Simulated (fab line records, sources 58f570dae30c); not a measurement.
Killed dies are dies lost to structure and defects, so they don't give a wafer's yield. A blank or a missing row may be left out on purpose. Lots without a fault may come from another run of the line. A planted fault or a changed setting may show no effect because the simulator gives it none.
fab line records | flow berkeley_cmos170
record lots=5 wafers=15 last_day=12
route steps=331 shown M2@287 V2@292 M3@309
lots that met no fault: from a run of the same line without faults
start_h: hours from the record's first day to the start of the lot's first wafer shown | wait_h: hours since the lot's step before | " the same as in the row above | L1.1+2: a row that stands for several wafers | - no value, or no start given | * or withheld: withheld | < > ~ a bound
route shown NAME@n: a module of which the file shows steps, and the number in the route of the first | usual: mean/standard deviation of fault-free wafers | same: alike in all rows | chamber/n: place in a boat | sites: the reading at each site | _std_site: their standard deviation | _edge_site: outer sites' mean less inner sites' | radius_mm: how far each site lies from the wafer's centre | mask NAME#n: copy n | behind: the tool/chamber that last shaped the wafer | hold: why the lot was held/for how many hours/how that ended | device: the transistor (n, p or np) that didn't switch | end of line: the same wafers' tests at the end of the route | a step without rows: its recipe alone | killed: dies lost to structure and defects at the first sort, not the wafer's yield | map: a wafer's dies, x killed, . not, _ none there
set.NAME: the setting as run; set.NAME@STEP: as run at that earlier step | model.NAME: the simulator's own value behind a step, which no gauge read
lots at some steps of the route; a table a step, a row a wafer
services: from which hour (start_h, from the record's first day; less than 0 if before it) a tool's chamber was out of use, for how many hours, and why
## steps
# step UCB170_M2_OVL_MEAS_16
# usual M2_OVL=1/5.8
# columns lot.wafer tool chamber start_h wait_h M2_OVL[nm]
L080.1 overlay-02 - 191.59 0.1 4
L080.2 " - " " -2
L080.6 " - " " 0
L078.2 overlay-02 - 193.41 0.1 -11
L078.3 " - " " 1
L078.6 " - " " -6
L083.2 overlay-02 - 212.74 0.1 -1
L083.5 " - " " 7
L083.6 " - " " -1
L082.1 overlay-01 - 212.85 0.1 -4
L082.2 " - " " -1
L082.3 " - " " -2
L093.1 overlay-02 - 270.83 0.1 -6
L093.4 " - " " -8
L093.5 " - " " -7
# step UCB170_M2_ETCH_17
# recipe chemistry=N2/H2 target_depth_a=withheld overetch_a=withheld target=BARC time_s=withheld source_w=500 bias_w=100 pressure_mtorr=30 n2_flow_sccm=100 h2_flow_sccm=200
# usual drypump_motor_current_A=5.7/0.47 oes_product_au=1.003/0.024 throttle_valve_pct=13.33/0.15
# columns lot.wafer tool chamber start_h wait_h drypump_motor_current_A oes_product_au throttle_valve_pct
L080.1 rie_diel-01 1 191.63 0.0 5.8 1.028 13.33
L080.2 " 2 " " 5.5 1.031 13.07
L080.6 " 2 " " 5.5 1.021 13.06
L078.2 rie_diel-04 1 193.44 0.0 6.1 1.004 13.50
L078.3 " 0 " " 6.2 0.971 13.38
L078.6 " 3 " " 4.8 1.037 13.57
L083.2 rie_diel-01 3 212.77 0.0 5.3 1.020 13.21
L083.5 " 3 " " 5.4 1.025 13.22
L083.6 " 0 " " 6.1 1.006 13.35
L082.1 rie_diel-02 0 212.88 0.0 5.4 0.965 13.42
L082.2 " 3 " " 5.2 0.993 13.20
L082.3 " 2 " " 6.3 1.028 13.52
L093.1 rie_diel-02 2 270.86 0.0 6.3 1.012 13.53
L093.4 " 2 " " 6.3 1.013 13.54
L093.5 " 3 " " 5.2 0.997 13.21
# step UCB170_M2_METAL_ETCH_18
# recipe chemistry=Cl2/BCl3 target=Al stop_on=SiO2 pressure_mtorr=12 target_depth_a=11700 over_etch_frac=0.3 time_s=195 icp_w=600 bias_w=120 Cl2_flow_sccm=90 bcl3_flow_sccm=45
# usual drypump_motor_current_A=5.9/0.38 oes_product_au=0.850/0.015 throttle_valve_pct=24.34/0.2
# columns lot.wafer tool chamber start_h wait_h drypump_motor_current_A oes_product_au rf_hours_counter_h throttle_valve_pct
L080.1 rie_metal-04 1 191.67 - 6.3 0.832 3 24.10
L080.2 " 0 " " 5.7 0.850 17 24.47
L080.6 " 1 " " 6.3 0.840 - 24.11
L078.2 rie_metal-03 1 193.48 - 5.2 0.857 9 24.31
L078.3 " 1 " " 5.2 0.866 - 24.30
L078.6 " 0 " " 6.5 0.862 - 24.13
L083.2 rie_metal-03 1 212.81 - 5.3 0.864 10 24.28
L083.5 " 0 " " 6.5 0.867 - 24.12
L083.6 " 0 " " 6.5 0.859 - 24.13
L082.1 rie_metal-02 0 212.92 - 5.9 0.868 11 24.58
L082.2 " 1 " " 5.7 0.842 5 24.57
L082.3 " 1 " " 5.6 0.860 - 24.56
L093.1 rie_metal-03 1 270.90 - 5.3 0.861 11 24.29
L093.4 " 0 " " 6.6 0.859 - 24.13
L093.5 " 1 " " 5.3 0.865 - 24.28
# step UCB170_M2_STRIP_19
# recipe chemistry=O2 power_w=400 pressure_mtorr=3500 platen_temp_c=withheld o2_flow_sccm=400 overash_fraction=0.5
# usual drypump_motor_current_A=6.0/0.4 oes_product_au=0.539/0.011
# same overash_fraction=0.5
# columns lot.wafer tool chamber start_h wait_h drypump_motor_current_A oes_product_au rf_hours_counter_h
L080.1 plasma_asher-02 0 191.86 0.1 6.4 0.558 49
L080.2 " 1 " " 6.1 0.558 49
L080.6 " 0 " " 6.4 0.546 -
L078.2 plasma_asher-04 1 193.67 0.1 5.5 0.559 48
L078.3 " 1 " " 5.5 0.560 -
L078.6 " 1 " " 5.5 0.539 -
L082.1 plasma_asher-04 1 213.11 0.1 5.5 0.526 50
L082.2 " 0 " " 6.3 0.530 50
L082.3 " 1 " " 5.5 0.540 -
L083.2 plasma_asher-02 0 213.12 0.2 6.4 0.546 51
L083.5 " 0 " " 6.4 0.529 -
L083.6 " 1 " " 6.1 0.535 -
L093.1 plasma_asher-04 1 271.09 0.1 5.5 0.543 57
L093.4 " 1 " " 5.5 0.533 -
L093.5 " 0 " " 6.4 0.555 -
# step UCB170_M2_CD_MEAS_90
# recipe target_cd_nm=700
# usual cd_nm=700/3
# columns lot.wafer tool chamber start_h wait_h cd_nm
L080.1 cd_sem-01 - 191.96 0.1 702
L080.2 " - " " 702
L080.6 " - " " 697
L078.2 cd_sem-02 - 193.79 0.1 705
L078.3 " - " " 703
L078.6 " - " " 702
L082.1 cd_sem-01 - 213.21 0.1 698
L082.2 " - " " 698
L082.3 " - " " 698
L083.2 cd_sem-02 - 213.27 0.1 701
L083.5 " - " " 703
L083.6 " - " " 705
L093.1 cd_sem-02 - 271.19 0.1 702
L093.4 " - " " 703
L093.5 " - " " 700
# step UCB170_V2_CVD_00
# recipe material=SiO2 target_thk_nm=2000 temp_c=390 precursor=TEOS/O2 time_s=250 rf_w=550 pressure_mtorr=9000
# usual heater_power_w=262/55
# columns lot.wafer tool chamber start_h wait_h heater_power_w
L080.1 pecvd-02 2 192.08 0.1 331
L080.2 " 0 " " 293
L080.6 " 2 " " 234
L078.2 pecvd-04 0 193.89 0.1 198
L078.3 " 2 " " 385
L078.6 " 1 " " 181
L082.1 pecvd-04 0 213.33 0.1 189
L082.2 " 1 " " 253
L082.3 " 2 " " 355
L083.2 pecvd-02 2 213.37 0.1 267
L083.5 " 0 " " 212
L083.6 " 1 " " 234
L093.1 pecvd-03 0 271.31 0.1 200
L093.4 " 2 " " 340
L093.5 " 0 " " 240
# step UCB170_V2_THK_MEAS_01
# recipe reads=SiO2_of_V2_CVD_00
# usual V2_TEOS_THK=1997/27
# columns lot.wafer tool chamber start_h wait_h V2_TEOS_THK[nm]
L080.1 film_metro-04 - 192.23 0.1 2011
L080.2 " - " " 1997
L080.6 " - " " 2028
L078.2 film_metro-01 - 194.06 0.1 1952
L078.3 " - " " 1967
L078.6 " - " " 1975
L082.1 film_metro-04 - 213.49 0.1 1964
L082.2 " - " " 1971
L082.3 " - " " 1983
L083.2 film_metro-03 - 213.53 0.1 2001
L083.5 " - " " 2022
L083.6 " - " " 2000
L093.1 film_metro-03 - 271.47 0.1 2008
L093.4 " - " " 2028
L093.5 " - " " 1995
# step UCB170_V2_CMP_02
# recipe material=SiO2 down_force_psi=6 platen_rpm=60 pad_velocity_m_s=0.75398
# usual motor_current_A=15.7/2 slurry_filter_dp_kPa=13.50/0.14
# columns lot.wafer tool chamber start_h wait_h motor_current_A slurry_filter_dp_kPa
L080.1 cmp-01 1 192.29 0.1 19.9 13.58
L080.2 " 3 " " 15.2 13.45
L080.6 " 2 " " 14.9 13.55
L078.3 cmp-02 1 194.11 0.0 16.8 13.50
L078.2 " 0 " " 17.5 13.62
L078.6 " 1 " " 17.2 13.49
L082.2 cmp-01 3 213.55 0.0 15.4 13.27
L082.1 " 1 " " 18.9 13.47
L082.3 " 2 " " 15.7 13.48
L083.2 cmp-02 1 213.68 0.1 17.4 13.45
L083.5 " 1 " " 17.8 13.49
L083.6 " 2 " " 15.2 13.37
L093.1 cmp-02 3 271.58 0.1 13.0 13.13
L093.4 " 0 " " 18.2 13.50
L093.5 " 2 " " 14.9 13.43
# step UCB170_V2_BOW_MEAS_03
# recipe mode=bow
# usual V2_BOW=37/6.4
# columns lot.wafer tool chamber start_h wait_h V2_BOW[um]
L080.1 film_metro-04 - 192.59 0.2 41
L080.2 " - " " 40
L080.6 " - " " 40
L078.2 film_metro-01 - 194.43 0.1 26
L078.3 " - " " 22
L078.6 " - " " 49
L082.1 film_metro-03 - 213.85 0.1 39
L082.2 " - " " 32
L082.3 " - " " 31
L083.2 film_metro-01 - 214.00 0.3 38
L083.5 " - " " 26
L083.6 " - " " 36
L093.1 film_metro-03 - 271.83 0.2 43
L093.4 " - " " 32
L093.5 " - " " 41
# step UCB170_V2_THK_MEAS_04
# recipe reads=SiO2_of_V2_CVD_00
# usual V2_POLISHED_THK=1000.0/1.4
# columns lot.wafer tool chamber start_h wait_h V2_POLISHED_THK[nm]
L080.1 film_metro-04 - 192.71 0.1 998.6
L080.2 " - " " 1001.8
L080.6 " - " " 1001.0
L078.2 film_metro-01 - 194.54 0.1 999.3
L078.3 " - " " 1000.3
L078.6 " - " " 998.6
L082.1 film_metro-03 - 213.97 0.1 997.6
L082.2 " - " " 1000.7
L082.3 " - " " 1001.0
L083.2 film_metro-01 - 214.11 0.1 1000.7
L083.5 " - " " 1001.0
L083.6 " - " " 1001.0
L093.1 film_metro-03 - 271.95 0.1 998.1
L093.4 " - " " 999.4
L093.5 " - " " 997.5
# step UCB170_V2_CLEAN_05
# recipe chemistry=DIW
# columns lot.wafer tool chamber start_h wait_h
L080.1+2+6 wet_bench-01 3 192.77 0.1
L078.2+3+6 wet_bench-03 0 194.59 0.0
L082.1+2+3 wet_bench-03 2 214.03 0.1
L083.2+5+6 wet_bench-01 2 214.16 0.0
L093.1+4+5 wet_bench-03 3 272.01 0.1
# step UCB170_V2_HMDS_06
# recipe prime_time_s=60 prime_temp_c=100
# usual prime_temp_c=100.03/0.14
# columns lot.wafer tool chamber start_h wait_h prime_temp_c
L080.1 litho_track-02 0 193.28 0.3 100.06
L080.2 " 0 " " 100.02
L080.6 " 0 " " 100.11
L078.2 litho_track-02 0 195.21 0.4 100.10
L078.3 " 0 " " 100.18
L078.6 " 0 " " 100.09
L082.1 litho_track-04 0 214.22 0.0 100.27
L082.2 " 0 " " 100.40
L082.3 " 0 " " 100.19
L083.2 litho_track-01 0 214.51 0.2 100.21
L083.5 " 0 " " 99.96
L083.6 " 0 " " 99.91
L093.1 litho_track-01 0 272.20 0.0 100.10
L093.4 " 0 " " 100.00
L093.5 " 0 " " 100.03
# step UCB170_V2_COAT_07
# recipe resist=KrF spin_rpm=1500 resist_thk_nm=900
# columns lot.wafer tool chamber start_h wait_h
L080.1+2+6 litho_track-02 0 193.43 0.1
L078.2+3+6 litho_track-02 0 195.36 0.1
L082.1+2+3 litho_track-04 0 214.37 0.1
L083.2+5+6 litho_track-01 0 214.66 0.1
L093.1+4+5 litho_track-01 0 272.35 0.1
# step UCB170_V2_SOFTBAKE_08
# recipe resist=KrF temp_c=130 time_s=60
# columns lot.wafer tool chamber start_h wait_h
L080.1+2+6 litho_track-02 0 193.58 0.1
L078.2+3+6 litho_track-02 0 195.51 0.1
L082.1+2+3 litho_track-04 0 214.52 0.1
L083.2+5+6 litho_track-01 0 214.81 0.1
L093.1+4+5 litho_track-01 0 272.50 0.1
# step UCB170_V2_EXPOSE_09
# recipe mask_id=VIA2 target_cd_nm=700 na=0.5 sigma_outer=0.6 source_shape=conventional dose_mj=37
# usual stage_vel_mm_s=500.03/0.25
# columns lot.wafer tool chamber start_h wait_h mask stage_vel_mm_s
L080.1 krf_scanner-01 0 193.73 0.1 VIA2#0 499.95
L080.2 " 0 " " VIA2#0 500.30
L080.6 " 0 " " VIA2#0 499.83
L078.2 krf_scanner-01 0 195.65 0.1 VIA2#0 499.65
L078.3 " 0 " " VIA2#0 499.70
L078.6 " 0 " " VIA2#0 500.22
L082.1 krf_scanner-01 0 214.67 0.1 VIA2#0 499.79
L082.2 " 0 " " VIA2#0 500.03
L082.3 " 0 " " VIA2#0 500.05
L083.2 krf_scanner-01 0 214.96 0.1 VIA2#0 500.00
L083.5 " 0 " " VIA2#0 499.64
L083.6 " 0 " " VIA2#0 499.82
L093.1 krf_scanner-01 0 272.65 0.1 VIA2#0 499.69
L093.4 " 0 " " VIA2#0 499.90
L093.5 " 0 " " VIA2#0 499.99
# step UCB170_V2_PEB_10
# recipe peb_temp_c=130 peb_time_s=withheld resist=KrF
# columns lot.wafer tool chamber start_h wait_h
L080.1+2+6 litho_track-01 0 194.42 0.7
L078.2+3+6 litho_track-02 0 195.78 0.1
L082.1+2+3 litho_track-02 0 214.88 0.2
L083.2+5+6 litho_track-04 0 215.14 0.2
L093.1+4+5 litho_track-02 0 272.76 0.1
# step UCB170_V2_DEVELOP_11
# recipe developer=TMAH develop_time_s=45 resist=KrF dev_temp_c=21
# columns lot.wafer tool chamber start_h wait_h
L080.1+2+6 litho_track-01 0 - -
L078.2+3+6 litho_track-02 0 - -
L082.1+2+3 litho_track-02 0 - -
L083.2+5+6 litho_track-04 0 - -
L093.1+4+5 litho_track-02 0 - -
# step UCB170_V2_CD_MEAS_12
# recipe target_cd_nm=700
# usual cd_nm=700.3/1.1
# columns lot.wafer tool chamber start_h wait_h cd_nm
L080.1 cd_sem-01 - 194.70 - 698.2
L080.2 " - " " 699.4
L080.6 " - " " 698.7
L078.2 cd_sem-01 - 196.05 - 701.1
L078.3 " - " " 700.2
L078.6 " - " " 700.3
L082.1 cd_sem-01 - 215.16 - 703.1
L082.2 " - " " 701.1
L082.3 " - " " 701.1
L083.2 cd_sem-01 - 215.41 - 698.7
L083.5 " - " " 699.2
L083.6 " - " " 698.9
L093.1 cd_sem-02 - 273.06 - 700.9
L093.4 " - " " 701.2
L093.5 " - " " 700.0
# step UCB170_V2_OVL_MEAS_13
# usual V2_OVL=-2/5.3
# columns lot.wafer tool chamber start_h wait_h V2_OVL[nm]
L080.1 overlay-02 - 194.82 0.1 -7
L080.2 " - " " -1
L080.6 " - " " -1
L078.2 overlay-02 - 196.15 0.1 -5
L078.3 " - " " 7
L078.6 " - " " -2
L082.1 overlay-02 - 215.28 0.1 -4
L082.2 " - " " -8
L082.3 " - " " 0
L083.2 overlay-01 - 215.52 0.1 6
L083.5 " - " " -5
L083.6 " - " " 1
L093.1 overlay-01 - 273.18 0.1 4
L093.4 " - " " 9
L093.5 " - " " 3
# step UCB170_V2_ETCH_14
# recipe chemistry=CHF3/CF4/Ar target=SiO2 stop_on=Al CHF3_flow_sccm=45 cf4_flow_sccm=15 Ar_flow_sccm=150 pressure_mtorr=200 rf_w=700 target_depth_a=12500 over_etch_frac=0.25 time_s=291
# usual drypump_motor_current_A=5.6/0.42 oes_product_au=0.879/0.011 throttle_valve_pct=7.00/0.1
# columns lot.wafer tool chamber start_h wait_h drypump_motor_current_A oes_product_au rf_hours_counter_h throttle_valve_pct
L080.1 rie_diel-03 1 194.86 0.0 5.1 0.879 5 7.06
L080.2 " 2 " " 5.3 0.872 105 7.08
L080.6 " 1 " " 5.1 0.890 - 7.06
L078.2 rie_diel-02 0 196.18 0.0 5.4 0.851 52 7.03
L078.3 " 3 " " 5.2 0.861 143 6.85
L078.6 " 3 " " 5.2 0.869 - 6.85
L082.1 rie_diel-01 2 215.31 0.0 5.5 0.901 113 6.78
L082.2 " 3 " " 5.3 0.887 14 6.95
L082.3 " 1 " " 5.8 0.887 24 7.00
L083.2 rie_diel-02 1 215.55 0.0 5.3 0.876 64 7.01
L083.5 " 0 " " 5.4 0.848 - 7.06
L083.6 " 3 " " 5.2 0.863 - 6.86
L093.1 rie_diel-02 3 273.22 0.0 5.2 0.881 2 6.86
L093.4 " 2 " " 6.3 0.876 - 7.06
L093.5 " 3 " " 5.2 0.868 - 6.87
# step UCB170_V2_STRIP_15
# recipe chemistry=O2 power_w=400 pressure_mtorr=3500 platen_temp_c=withheld o2_flow_sccm=400 overash_fraction=0.5
# usual drypump_motor_current_A=6.1/0.37 oes_product_au=0.722/0.0049 strip_time_to_endpoint_s=15.35/0.12
# same overash_fraction=0.5
# columns lot.wafer tool chamber start_h wait_h drypump_motor_current_A oes_product_au rf_hours_counter_h strip_time_to_endpoint_s
L080.1 plasma_asher-02 1 195.03 0.1 6.1 0.722 49 15.45
L080.2 " 0 " " 6.4 0.729 49 15.37
L080.6 " 1 " " 6.2 0.720 - 15.46
L078.2 plasma_asher-01 0 196.36 0.1 6.2 0.723 40 15.46
L078.3 " 1 " " 5.5 0.731 - 15.34
L078.6 " 0 " " 6.2 0.717 - 15.37
L082.1 plasma_asher-04 0 215.49 0.1 6.4 0.726 51 15.27
L082.2 " 1 " " 5.5 0.718 51 15.31
L082.3 " 0 " " 6.4 0.728 - 15.21
L083.2 plasma_asher-02 0 215.73 0.1 6.4 0.720 51 15.45
L083.5 " 0 " " 6.4 0.728 - 15.31
L083.6 " 1 " " 6.1 0.718 - 15.23
L093.1 plasma_asher-01 1 273.39 0.1 5.5 0.718 48 15.43
L093.4 " 0 " " 6.2 0.721 - 15.40
L093.5 " 0 " " 6.2 0.722 - 15.50
# step UCB170_V2_CD_MEAS_90
# recipe target_cd_nm=700
# usual cd_nm=700.2/1.3
# columns lot.wafer tool chamber start_h wait_h cd_nm
L080.1 cd_sem-02 - 195.13 0.1 698.2
L080.2 " - " " 699.1
L080.6 " - " " 698.2
L078.2 cd_sem-02 - 196.48 0.1 700.9
L078.3 " - " " 699.2
L078.6 " - " " 700.1
L082.1 cd_sem-02 - 215.59 0.1 702.2
L082.2 " - " " 700.8
L082.3 " - " " 701.4
L083.2 cd_sem-01 - 215.85 0.1 698.5
L083.5 " - " " 698.6
L083.6 " - " " 699.1
L093.1 cd_sem-02 - 273.49 0.1 700.6
L093.4 " - " " 702.4
L093.5 " - " " 699.4
# step UCB170_M3_PRE_CLEAN_00
# recipe gas=Ar preclean_etch_time_s=60
# columns lot.wafer tool chamber start_h wait_h
L080.1+2+6 pvd_sputter-01 - 195.25 0.1
L078.2+3+6 pvd_sputter-03 - 196.58 0.1
L082.1+2+3 pvd_sputter-04 - 215.71 0.1
L083.2+5+6 pvd_sputter-03 - 215.95 0.1
L093.1+4+5 pvd_sputter-04 - 273.61 0.1
# step UCB170_M3_SPUTTER_01
# recipe material=Al target_thk_nm=900 time_s=120 power_w=6000 chamber_pressure_pa=0.5
# usual throttle_valve_pct=30.3/0.58
# columns lot.wafer tool chamber start_h wait_h throttle_valve_pct
L080.1 pvd_sputter-01 - 195.32 0.0 29.5
L080.2 " - " " 29.8
L080.6 " - " " 30.3
L078.2 pvd_sputter-03 - 196.65 0.0 29.9
L078.3 " - " " 29.5
L078.6 " - " " 30.6
L082.1 pvd_sputter-04 - 215.78 0.0 30.9
L082.2 " - " " 30.9
L082.3 " - " " 31.3
L083.2 pvd_sputter-03 - 216.01 0.0 30.1
L083.5 " - " " 29.3
L083.6 " - " " 30.6
L093.1 pvd_sputter-04 - 273.68 0.0 30.7
L093.4 " - " " 30.8
L093.5 " - " " 30.9
# step UCB170_M3_RS_MEAS_02
# recipe thk_meas_gauge=four-point-probe reads=Al_of_M3_SPUTTER_01
# usual M3_AL_RS=0.0320/0.00037
# columns lot.wafer tool chamber start_h wait_h M3_AL_RS[ohm/sq]
L080.1 film_metro-02 - 195.40 0.0 0.0322
L080.2 " - " " 0.0322
L080.6 " - " " 0.0325
L078.2 film_metro-03 - 196.75 0.1 0.0322
L078.3 " - " " 0.0325
L078.6 " - " " 0.0318
L082.1 film_metro-02 - 215.86 0.0 0.0321
L082.2 " - " " 0.0323
L082.3 " - " " 0.0316
L083.2 film_metro-03 - 216.12 0.1 0.0323
L083.5 " - " " 0.0326
L083.6 " - " " 0.0322
L093.1 film_metro-02 - 273.76 0.0 0.0319
L093.4 " - " " 0.0319
L093.5 " - " " 0.0317
# step UCB170_M3_THK_MEAS_03
# recipe thk_meas_gauge=xrf reads=Al_of_M3_SPUTTER_01
# usual M3_AL_THK=928/11
# columns lot.wafer tool chamber start_h wait_h M3_AL_THK[nm]
L080.1 film_metro-02 - 195.52 0.1 919
L080.2 " - " " 919
L080.6 " - " " 908
L078.2 film_metro-03 - 196.86 0.1 925
L078.3 " - " " 923
L078.6 " - " " 939
L082.1 film_metro-02 - 215.98 0.1 927
L082.2 " - " " 913
L082.3 " - " " 936
L083.2 film_metro-03 - 216.23 0.1 917
L083.5 " - " " 912
L083.6 " - " " 920
L093.1 film_metro-02 - 273.88 0.1 923
L093.4 " - " " 924
L093.5 " - " " 929
# step UCB170_M3_HMDS_04
# recipe prime_time_s=60 prime_temp_c=100
# usual prime_temp_c=100.00/0.14
# columns lot.wafer tool chamber start_h wait_h prime_temp_c
L080.1 litho_track-03 0 195.58 0.1 100.08
L080.2 " 0 " " 100.19
L080.6 " 0 " " 99.93
L078.2 litho_track-03 0 196.93 0.1 100.03
L078.3 " 0 " " 100.22
L078.6 " 0 " " 100.13
L082.1 litho_track-03 0 216.04 0.1 99.79
L082.2 " 0 " " 99.92
L082.3 " 0 " " 99.95
L083.2 litho_track-04 0 216.30 0.1 100.24
L083.5 " 0 " " 100.15
L083.6 " 0 " " 100.14
L093.1 litho_track-01 0 273.95 0.1 100.02
L093.4 " 0 " " 100.00
L093.5 " 0 " " 100.11
# step UCB170_M3_COAT_05
# recipe resist=KrF spin_rpm=1500 resist_thk_nm=900
# columns lot.wafer tool chamber start_h wait_h
L080.1+2+6 litho_track-03 0 195.73 0.1
L078.2+3+6 litho_track-03 0 197.08 0.1
L082.1+2+3 litho_track-03 0 216.19 0.1
L083.2+5+6 litho_track-04 0 216.45 0.1
L093.1+4+5 litho_track-01 0 274.10 0.1
# step UCB170_M3_SOFTBAKE_06
# recipe resist=KrF temp_c=130 time_s=60
# columns lot.wafer tool chamber start_h wait_h
L080.1+2+6 litho_track-03 0 195.88 0.1
L078.2+3+6 litho_track-03 0 197.23 0.1
L082.1+2+3 litho_track-03 0 216.34 0.1
L083.2+5+6 litho_track-04 0 216.60 0.1
L093.1+4+5 litho_track-01 0 274.25 0.1
# step UCB170_M3_STRIP_07
# recipe chemistry=O2 power_w=400 pressure_mtorr=3500 platen_temp_c=withheld o2_flow_sccm=400 overash_fraction=0.5
# usual drypump_motor_current_A=5.8/0.38 oes_product_au=0.734/0.0045 strip_time_to_endpoint_s=21.96/0.06
# same overash_fraction=0.5
# columns lot.wafer tool chamber start_h wait_h drypump_motor_current_A oes_product_au rf_hours_counter_h strip_time_to_endpoint_s
L080.1 plasma_asher-03 1 196.03 0.1 5.4 0.735 9 22.03
L080.2 " 0 " " 5.9 0.743 9 21.85
L080.6 " 0 " " 5.9 0.742 - 21.89
L078.2 plasma_asher-03 0 197.36 0.1 5.8 0.742 9 21.89
L078.3 " 1 " " 5.5 0.734 - 21.85
L078.6 " 0 " " 5.8 0.739 - 21.84
L082.1 plasma_asher-03 1 216.49 0.1 5.5 0.733 11 21.93
L082.2 " 0 " " 5.8 0.733 11 21.93
L082.3 " 1 " " 5.5 0.731 - 21.91
L083.2 plasma_asher-04 1 216.73 0.1 5.5 0.733 51 22.02
L083.5 " 0 " " 6.4 0.732 - 22.02
L083.6 " 1 " " 5.5 0.738 - 21.94
L093.1 plasma_asher-04 1 274.40 0.1 5.5 0.729 57 22.00
L093.4 " 0 " " 6.4 0.746 - 21.99
L093.5 " 0 " " 6.4 0.741 - 21.96
# step UCB170_M3_STRIP_08
# recipe chemistry=DMSO temp_c=80 time_s=600 material=KrF
# columns lot.wafer tool chamber start_h wait_h
L078.2+3+6 wet_bench-04 1 197.70 0.3
L080.1+2+6 wet_bench-04 2 197.70 1.6
L082.1+2+3 wet_bench-03 1 216.71 0.2
L083.2+5+6 wet_bench-03 2 217.11 0.3
L093.1+4+5 wet_bench-03 0 274.50 0.1
# step UCB170_M3_COAT_09
# recipe resist=BARC temp_c=withheld time_s=withheld spin_rpm=3000 resist_thk_nm=withheld
# columns lot.wafer tool chamber start_h wait_h
L080.1+2+6 litho_track-04 0 197.91 0.0
L078.2+3+6 litho_track-01 0 197.93 0.0
L082.1+2+3 litho_track-03 0 216.90 0.0
L083.2+5+6 litho_track-03 0 217.38 0.1
L093.1+4+5 litho_track-03 0 274.69 0.0
# step UCB170_M3_COAT_10
# recipe resist=KrF spin_rpm=1500 resist_thk_nm=900
# columns lot.wafer tool chamber start_h wait_h
L080.1+2+6 litho_track-04 0 - -
L078.2+3+6 litho_track-01 0 - -
L082.1+2+3 litho_track-03 0 - -
L083.2+5+6 litho_track-03 0 - -
L093.1+4+5 litho_track-03 0 - -
# step UCB170_M3_SOFTBAKE_11
# recipe resist=KrF temp_c=130 time_s=60
# columns lot.wafer tool chamber start_h wait_h
L080.1+2+6 litho_track-04 0 - -
L078.2+3+6 litho_track-01 0 - -
L082.1+2+3 litho_track-03 0 - -
L083.2+5+6 litho_track-03 0 - -
L093.1+4+5 litho_track-03 0 - -
# step UCB170_M3_EXPOSE_12
# recipe mask_id=METAL3 target_cd_nm=700 na=0.5 sigma_outer=0.6 source_shape=conventional dose_mj=26
# usual stage_vel_mm_s=499.97/0.25
# columns lot.wafer tool chamber start_h wait_h mask stage_vel_mm_s
L080.1 krf_scanner-01 0 198.48 - METAL3#0 499.79
L080.2 " 0 " " METAL3#0 499.79
L080.6 " 0 " " METAL3#0 499.89
L078.2 krf_scanner-02 0 198.75 - METAL3#0 500.16
L078.3 " 0 " " METAL3#0 499.87
L078.6 " 0 " " METAL3#0 499.84
L082.1 krf_scanner-02 0 217.35 - METAL3#0 500.02
L082.2 " 0 " " METAL3#0 500.54
L082.3 " 0 " " METAL3#0 500.02
L083.2 krf_scanner-02 0 217.82 - METAL3#0 499.96
L083.5 " 0 " " METAL3#0 500.40
L083.6 " 0 " " METAL3#0 500.27
L093.1 krf_scanner-01 0 275.14 - METAL3#0 500.07
L093.4 " 0 " " METAL3#0 499.90
L093.5 " 0 " " METAL3#0 500.02
# step UCB170_M3_PEB_13
# recipe peb_temp_c=130 peb_time_s=withheld resist=KrF
# columns lot.wafer tool chamber start_h wait_h
L080.1+2+6 litho_track-03 0 198.60 0.1
L078.2+3+6 litho_track-01 0 198.87 0.1
L082.1+2+3 litho_track-01 0 217.47 0.1
L083.2+5+6 litho_track-04 0 218.12 0.3
L093.1+4+5 litho_track-03 0 275.26 0.1
# step UCB170_M3_DEVELOP_14
# recipe developer=TMAH develop_time_s=45 resist=KrF dev_temp_c=21
# columns lot.wafer tool chamber start_h wait_h
L080.1+2+6 litho_track-03 0 - -
L078.2+3+6 litho_track-01 0 - -
L082.1+2+3 litho_track-01 0 - -
L083.2+5+6 litho_track-04 0 - -
L093.1+4+5 litho_track-03 0 - -
# step UCB170_M3_CD_MEAS_15
# recipe target_cd_nm=700
# usual cd_nm=700.1/1.4
# columns lot.wafer tool chamber start_h wait_h cd_nm
L080.1 cd_sem-01 - 198.88 - 699.4
L080.2 " - " " 698.8
L080.6 " - " " 700.8
L078.2 cd_sem-02 - 199.14 - 702.7
L078.3 " - " " 701.7
L078.6 " - " " 703.5
L082.1 cd_sem-01 - 217.75 - 700.7
L082.2 " - " " 701.9
L082.3 " - " " 701.0
L083.2 cd_sem-02 - 218.39 - 698.6
L083.5 " - " " 698.2
L083.6 " - " " 697.5
L093.1 cd_sem-01 - 275.53 - 700.0
L093.4 " - " " 699.3
L093.5 " - " " 699.3
# step UCB170_M3_OVL_MEAS_16
# usual M3_OVL=6/6.2
# columns lot.wafer tool chamber start_h wait_h M3_OVL[nm]
L080.1 overlay-01 - 199.00 0.1 3
L080.2 " - " " -1
L080.6 " - " " -1
L078.2 overlay-01 - 199.24 0.1 1
L078.3 " - " " 7
L078.6 " - " " 10
L082.1 overlay-01 - 217.87 0.1 5
L082.2 " - " " 9
L082.3 " - " " 4
L083.2 overlay-02 - 218.50 0.1 13
L083.5 " - " " 15
L083.6 " - " " 9
L093.1 overlay-01 - 275.65 0.1 -7
L093.4 " - " " 5
L093.5 " - " " -1
## services
# columns tool chamber start_h hours kind
krf_scanner-02 - 175.65 8.2 repair
pvd_sputter-01 - 191.67 3.1 repair
rie_diel-01 2 201.66 5.5 repair
rie_diel-04 - 205.63 1.6 repair
pvd_sputter-03 - 206.10 1.0 repair
krf_scanner-01 - 207.24 0.8 pm
krf_scanner-02 - 213.20 0.8 pm
krf_scanner-02 - 214.33 1.3 pm
rie_diel-01 0 215.21 3.0 repair
krf_scanner-02 - 216.35 0.4 repair
plasma_asher-03 - 218.62 8.3 repair
krf_scanner-01 - 219.01 0.8 pm
rie_metal-03 1 224.02 3.2 repair
pecvd-03 - 226.57 28.1 pm
rie_diel-04 - 227.21 1.6 repair
pecvd-04 - 230.16 14.6 pm
cmp-01 - 232.00 4.0 pm
pvd_sputter-03 - 232.45 2.8 repair
plasma_asher-02 - 236.25 7.7 repair
krf_scanner-02 - 239.63 40.7 repair
pecvd-02 - 241.26 1.5 repair
krf_scanner-02 - 244.88 0.2 repair
pecvd-04 0 263.01 8.9 repair
rie_diel-02 0 267.23 6.8 repair
## key
fault none
